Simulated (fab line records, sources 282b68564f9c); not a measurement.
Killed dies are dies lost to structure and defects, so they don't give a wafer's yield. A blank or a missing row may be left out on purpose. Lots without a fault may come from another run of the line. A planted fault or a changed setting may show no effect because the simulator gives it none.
Which tool did it? | flow rit_cmos | 13 lots, 39 wafers sampled, at 6 steps of a route of 202

WHAT THE GAUGES READ, wafer by wafer
RIT_GATE_OVL_MEAS_17.
lot  | measured    | on         | GATE_OVL (nm)
L560 | day 3 09:56 | overlay-02 | -0.1 -0.3 0.1
L562 | day 3 16:41 | overlay-02 | -2.8 -2.0 0.5
L563 | day 3 18:28 | overlay-01 | 4.0 3.7 3.9
L564 | day 4 03:22 | overlay-02 | 0.4 -0.7 0.1
L565 | day 4 06:14 | overlay-02 | -0.6 0.8 -0.5
L567 | day 4 08:38 | overlay-02 | 0.2 0.5 2.8
L566 | day 4 10:12 | overlay-02 | -1.3 -1.0 -1.5
L570 | day 4 23:59 | overlay-01 | 2.1 1.3 1.8
L575 | day 5 22:39 | overlay-01 | 0.8 0.7 1.0
L577 | day 6 08:06 | overlay-01 | -0.9 1.1 0.0
L578 | day 6 12:37 | overlay-01 | -1.6 -0.6 -0.6
L580 | day 7 02:56 | overlay-02 | 0.1 1.1 -0.2
L582 | day 7 12:08 | overlay-01 | -1.0 2.7 -0.9

RIT_REOX_THK_MEAS_04.
lot  | measured    | on            | REOX_OXIDE_THK (nm)
L560 | day 3 14:20 | film_metro-01 | 24.7 24.6 24.7
L562 | day 3 20:17 | film_metro-02 | 25.0 24.5 24.6
L563 | day 3 22:55 | film_metro-02 | 25.1 25.3 25.3
L564 | day 4 07:08 | film_metro-01 | 25.2 25.1 25.5
L565 | day 4 10:02 | film_metro-02 | 25.2 25.1 24.8
L567 | day 4 12:35 | film_metro-03 | 24.5 24.4 24.9
L566 | day 4 14:18 | film_metro-02 | 24.8 24.7 24.9
L570 | day 5 04:46 | film_metro-03 | 24.4 24.8 24.8
L575 | day 6 02:10 | film_metro-01 | 25.8 25.6 25.3
L577 | day 6 12:06 | film_metro-02 | 24.9 24.6 24.7
L578 | day 6 16:11 | film_metro-03 | 24.5 24.5 24.6
L580 | day 7 06:40 | film_metro-02 | 25.8 25.8 25.4
L582 | day 7 15:40 | film_metro-01 | 25.3 25.3 25.8

RIT_M1_RS_MEAS_01: measures by four-point-probe.
lot  | measured    | on            | M1_AL_RS (ohm/sq)
L560 | day 4 04:37 | film_metro-03 | 0.0740 0.0743 0.0744
L562 | day 4 10:52 | film_metro-04 | 0.0737 0.0727 0.0720
L563 | day 4 13:22 | film_metro-01 | 0.0732 0.0735 0.0731
L564 | day 4 20:43 | film_metro-04 | 0.0736 0.0738 0.0736
L565 | day 4 22:52 | film_metro-01 | 0.0738 0.0741 0.0743
L567 | day 5 02:37 | film_metro-04 | 0.0740 0.0738 0.0731
L566 | day 5 03:41 | film_metro-04 | 0.0735 0.0740 0.0732
L570 | day 5 18:56 | film_metro-01 | 0.0726 0.0727 0.0739
L575 | day 6 14:58 | film_metro-01 | 0.0786 0.0722 0.0726
L577 | day 7 00:59 | film_metro-01 | 0.0738 0.0798 0.0740
L578 | day 7 04:44 | film_metro-04 | 0.0758 0.0748 0.0754
L580 | day 7 19:38 | film_metro-03 | 0.0733 0.0736 0.0730
L582 | day 8 04:21 | film_metro-01 | 0.0742 0.0738 0.0739

RIT_M1_THK_MEAS_02: measures by xrf.
lot  | measured    | on            | M1_AL_THK (nm)
L560 | day 4 04:43 | film_metro-03 | 399 398 399
L562 | day 4 10:59 | film_metro-04 | 400 406 408
L563 | day 4 13:29 | film_metro-01 | 401 400 401
L564 | day 4 20:49 | film_metro-04 | 399 401 401
L565 | day 4 22:59 | film_metro-01 | 398 397 398
L567 | day 5 02:44 | film_metro-04 | 400 398 405
L566 | day 5 03:47 | film_metro-04 | 401 400 402
L570 | day 5 19:02 | film_metro-01 | 405 405 402
L575 | day 6 15:04 | film_metro-01 | 377 406 405
L577 | day 7 01:05 | film_metro-01 | 400 373 398
L578 | day 7 04:52 | film_metro-04 | 390 396 391
L580 | day 7 19:43 | film_metro-03 | 407 404 405
L582 | day 8 04:28 | film_metro-01 | 396 396 397

RIT_M1_OVL_MEAS_10.
lot  | measured    | on         | M1_OVL (nm)
L560 | day 4 05:54 | overlay-01 | -0.1 -1.7 -1.2
L562 | day 4 12:02 | overlay-02 | -2.7 -1.7 0.0
L563 | day 4 14:32 | overlay-02 | 2.4 1.7 0.9
L564 | day 4 22:13 | overlay-02 | -2.5 -1.6 -2.0
L565 | day 5 00:02 | overlay-02 | -0.9 0.8 0.0
L567 | day 5 03:55 | overlay-01 | -0.2 -1.8 -2.7
L566 | day 5 04:51 | overlay-02 | 0.8 -0.4 1.5
L570 | day 5 20:06 | overlay-02 | -1.0 -0.3 0.0
L575 | day 6 16:15 | overlay-02 | -1.2 -1.1 0.1
L577 | day 7 02:08 | overlay-02 | -1.2 -2.3 -0.9
L578 | day 7 06:03 | overlay-01 | -2.0 0.6 -0.4
L580 | day 7 20:46 | overlay-02 | 0.4 -0.3 -0.9
L582 | day 8 05:32 | overlay-01 | -2.0 -2.5 -2.2

WHICH TOOL RAN EACH LOT (tool, then ch and the chambers of the sampled wafers, then the start)
lot  | RIT_M1_SPUTTER_00
L560 | pvd_sputter-03, day 4 04:17
L562 | pvd_sputter-02, day 4 10:34
L563 | pvd_sputter-03, day 4 13:04
L564 | pvd_sputter-03, day 4 20:23
L565 | pvd_sputter-01, day 4 22:33
L567 | pvd_sputter-02, day 5 02:19
L566 | pvd_sputter-01, day 5 03:22
L570 | pvd_sputter-02, day 5 18:37
L575 | pvd_sputter-02, day 6 14:38
L577 | pvd_sputter-02, day 7 00:38
L578 | pvd_sputter-03, day 7 04:27
L580 | pvd_sputter-03, day 7 19:16
L582 | pvd_sputter-03, day 8 04:04
- RIT_M1_SPUTTER_00: material Al, target thk 400 nm, time 500 s.

WHAT THE TOOLS THEMSELVES READ (means of the sampled wafers that have a number; where no wafer has one, the mark that the record gives instead)
RIT_M1_SPUTTER_00.
lot  | tool           | cathode_dc_power_W (W) | chamber_pressure_pa (Pa) | throttle_valve_pct (%)
L560 | pvd_sputter-03 | 1999.8                 | 0.3992                   | 30.2
L562 | pvd_sputter-02 | 2000.4                 | 0.4004                   | 29.9
L563 | pvd_sputter-03 | 2000.0                 | 0.4004                   | 30.4
L564 | pvd_sputter-03 | 2000.0                 | 0.4004                   | 30.1
L565 | pvd_sputter-01 | 1999.7                 | 0.3995                   | 30.3
L567 | pvd_sputter-02 | 2000.0                 | 0.3996                   | 29.9
L566 | pvd_sputter-01 | 2000.5                 | 0.3996                   | 30.3
L570 | pvd_sputter-02 | 1999.9                 | 0.4002                   | 29.8
L575 | pvd_sputter-02 | 1999.9                 | 0.4364                   | 29.1
L577 | pvd_sputter-02 | 2000.2                 | 0.4355                   | 29.0
L578 | pvd_sputter-03 | 1999.9                 | 0.4004                   | 29.7
L580 | pvd_sputter-03 | 2000.1                 | 0.4002                   | 29.6
L582 | pvd_sputter-03 | 1999.7                 | 0.4002                   | 30.3

THE ANSWER, worked out from the rows above alone
Rule: what is usual is taken from the lots themselves. Put in order of their means at a reading, lots are off if they are a third of the lots or fewer, leave a main group of 4 or more, and stand apart from it by a gap of 3 or more times the standard deviation of the main group's means; of several such gaps the widest counts. A main group whose means are all the same, to the digits that the tables above print for the reading, isn't used. A lot without any number at a reading at which 4 lots or more have one is off too. The other lots that the step has rows for count as sound. The gauges are gone through in route order, then the tools' own readings, and for those a lot's mean is taken as printed above. The first step at which some lot is off is used, and at that step the reading that is off furthest; a lot without a number counts as furthest.
Off: L575, L577, at RIT_M1_SPUTTER_00 (chamber_pressure_pa). The main group: mean 0.4000 Pa, standard deviation 0.00042.
A tool fits if, at that step or a process step before it, it ran every lot that is off, and no sound lot after the first of them. One fits: pvd_sputter-02 at RIT_M1_SPUTTER_00. Its last sound lot is L570 (day 5 18:37), its first lot that is off L575 (day 6 14:38): a fault that began between those two fits.
The tool's own readings at RIT_M1_SPUTTER_00 bear it out: on the lots that are off they differ by more than 5 times the standard deviation of the sound lots' means. chamber_pressure_pa reads 0.4360 Pa there against 0.4000 Pa on the sound lots.

WHAT THE SIMULATOR HAD PUT IN
Process parameter drift: pvd_sputter-02, from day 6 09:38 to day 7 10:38, at RIT_M1_SPUTTER_00. Setting chamber_pressure_pa, moved by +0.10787, from 0.4. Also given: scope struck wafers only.
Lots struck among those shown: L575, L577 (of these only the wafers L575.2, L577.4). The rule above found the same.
